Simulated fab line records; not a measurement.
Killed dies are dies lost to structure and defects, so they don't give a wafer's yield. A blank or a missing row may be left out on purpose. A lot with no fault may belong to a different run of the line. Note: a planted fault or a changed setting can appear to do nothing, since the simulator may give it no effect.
The tool behind it: which one?	flow rit-cmos	15 lots with 45 wafers sampled at 4 steps, on a route of 202 steps

## WHAT EACH GAUGE READ, for each wafer
RIT_GATE_CD_MEAS_16: the cd target is 150 nm. Usual: 149.8 nm for cd-nm, sd 2.4.
lot	measured	on	cd-nm (nm)	flag
L348	day 3 03:08	cd-sem-01	149.1 149.7 147.9	
L349	day 3 09:58	cd-sem-01	152.3 151.8 152.3	
L351	day 3 16:02	cd-sem-01	148.6 148.4 145.8	
L352	day 3 19:13	cd-sem-02	149.4 149.4 150.4	
L353	day 4 02:43	cd-sem-02	148.2 148.0 148.3	
L354	day 4 10:35	cd-sem-01	150.8 150.7 152.1	
L356	day 4 16:31	cd-sem-02	150.6 151.3 150.6	
L357	day 4 23:23	cd-sem-02	151.9 152.5 151.4	
L359	day 5 05:36	cd-sem-01	146.6 148.8 146.9	
L360	day 5 08:55	cd-sem-02	143.6 146.9 145.9	
L361	day 5 17:31	cd-sem-02	147.3 148.3 149.3	
L363	day 6 04:19	cd-sem-01	151.5 154.0 154.0	
L364	day 6 06:01	cd-sem-01	147.4 148.6 145.5	
L366	day 6 16:16	cd-sem-01	153.4 153.9 152.1	
L370	day 7 11:36	cd-sem-02	147.6 148.0 148.1	

RIT_NLDD_OVL_MEAS_06. Usual: NLDD_OVL gives -0.8 nm (standard deviation 1.4).
lot	measured	on	NLDD_OVL (nm)	flag
L348	day 3 12:40	overlay-02	-2.3 -3.7 -4.1	
L349	day 3 16:38	overlay-02	-5.2 -3.3 -2.7	
L351	day 3 22:44	overlay-02	-1.5 -1.6 -1.9	
L352	day 4 01:07	overlay-01	1.3 -0.6 0.7	
L353	day 4 09:35	overlay-02	0.3 -1.4 -1.9	
L354	day 4 15:39	overlay-02	-0.5 1.1 1.3	
L356	day 5 00:05	overlay-02	2.2 3.2 1.3	
L357	day 5 04:05	overlay-01	-0.6 -2.4 -0.2	
L359	day 5 11:24	overlay-02	-2.0 -1.6 -0.3	
L360	day 5 15:04	overlay-01	0.5 -0.7 0.4	
L361	day 5 22:49	overlay-01	-1.9 -0.5 -1.1	
L363	day 6 09:07	overlay-02	0.6 0.2 -0.7	
L364	day 6 11:32	overlay-02	-0.4 -0.2 1.9	
L366	day 6 21:05	overlay-01	-2.3 -1.9 -1.6	
L370	day 7 18:49	overlay-02	-1.5 -0.8 -0.6	

RIT_M1_CD_MEAS_90: the cd target is 2600 nm. Usual: 2602 nm for cd-nm, sd 3.7.
lot	measured	on	cd-nm (nm)	flag
L348	day 4 04:05	cd-sem-02	2605 2605 2603	
L349	day 4 06:42	cd-sem-01	2599 2601 2601	
L351	day 4 12:47	cd-sem-02	2609 2609 2608	
L352	day 4 15:46	cd-sem-01	2597 2594 2595	
L353	day 4 23:16	cd-sem-01	2604 2604 2602	
L354	day 5 05:32	cd-sem-02	2606 2605 2605	
L356	day 5 14:00	cd-sem-01	2599 2605 2604	
L357	day 5 19:03	cd-sem-02	2601 2599 2601	
L359	day 6 01:02	cd-sem-01	2604 2605 2607	
L360	day 6 05:07	cd-sem-01	2603 2601 2601	
L361	day 6 12:28	cd-sem-02	2604 2605 2603	
L363	day 6 23:20	cd-sem-02	2600 2600 2602	
L364	day 7 01:46	cd-sem-01	2609 2607 2606	
L366	day 7 11:42	cd-sem-02	2604 2607 2606	
L370	day 8 09:47	cd-sem-02	2605 2604 2599	

## EACH LOT AND THE TOOL THAT RAN IT (in order: tool; ch and the chambers of the sampled wafers; start)
lot	RIT_NLDD_STRIP_09
L348	plasma-asher-01 ch 0,1, day 3 12:59
L349	plasma-asher-03 ch 0,1, day 3 16:58
L351	plasma-asher-01 ch 0,1, day 3 23:07
L352	plasma-asher-01 ch 0,1, day 4 01:27
L353	plasma-asher-04 ch 0,1, day 4 09:55
L354	plasma-asher-01 ch 0,1, day 4 15:59
L356	plasma-asher-03 ch 0,1, day 5 00:26
L357	plasma-asher-04 ch 0,1, day 5 04:29
L359	plasma-asher-04 ch 0,1, day 5 11:47
L360	plasma-asher-03 ch 0,1, day 5 15:24
L361	plasma-asher-04 ch 0,1, day 5 23:09
L363	plasma-asher-04 ch 0,1, day 6 09:28
L364	plasma-asher-01 ch 0,1, day 6 11:53
L366	plasma-asher-04 ch 0,1, day 6 21:25
L370	plasma-asher-01 ch 0,1, day 7 19:09
- RIT_NLDD_STRIP_09: strips in O2, time 180 s.

## AS READ BY THE TOOLS THEMSELVES (means over the sampled wafers that have a number; for cases with no such wafer, the mark the record gives instead)
RIT_NLDD_STRIP_09. Usual: 5.9 A for drypump-motor-current-A, sd 0.39.
lot	tool	drypump-motor-current-A (A)	flag
L348	plasma-asher-01	5.5	
L349	plasma-asher-03	6.2	
L351	plasma-asher-01	5.9	
L352	plasma-asher-01	5.5	
L353	plasma-asher-04	5.8	
L354	plasma-asher-01	5.8	
L356	plasma-asher-03	6.2	
L357	plasma-asher-04	5.7	
L359	plasma-asher-04	5.8	
L360	plasma-asher-03	6.3	
L361	plasma-asher-04	5.7	
L363	plasma-asher-04	5.7	
L364	plasma-asher-01	5.9	
L366	plasma-asher-04	5.8	
L370	plasma-asher-01	5.5	

## THE ANSWER, worked out from the rows above alone
Rule: a lot counts as off when the mean over its wafers that have a number is more than 3 standard deviations away from the usual mean. A lot without any number at a reading at which 4 lots or more have one is off too. All remaining lots with rows at the step are treated as sound. After the gauges, taken in route order, come the tools' own readings; for these a lot's mean is taken, as printed above. The first step at which some lot is off is used, and at that step the reading that is off furthest; a lot without a number counts as furthest.
Across all readings shown, no lot is off: no conclusion can be drawn from this.

## WHAT WAS PUT IN BY THE SIMULATOR
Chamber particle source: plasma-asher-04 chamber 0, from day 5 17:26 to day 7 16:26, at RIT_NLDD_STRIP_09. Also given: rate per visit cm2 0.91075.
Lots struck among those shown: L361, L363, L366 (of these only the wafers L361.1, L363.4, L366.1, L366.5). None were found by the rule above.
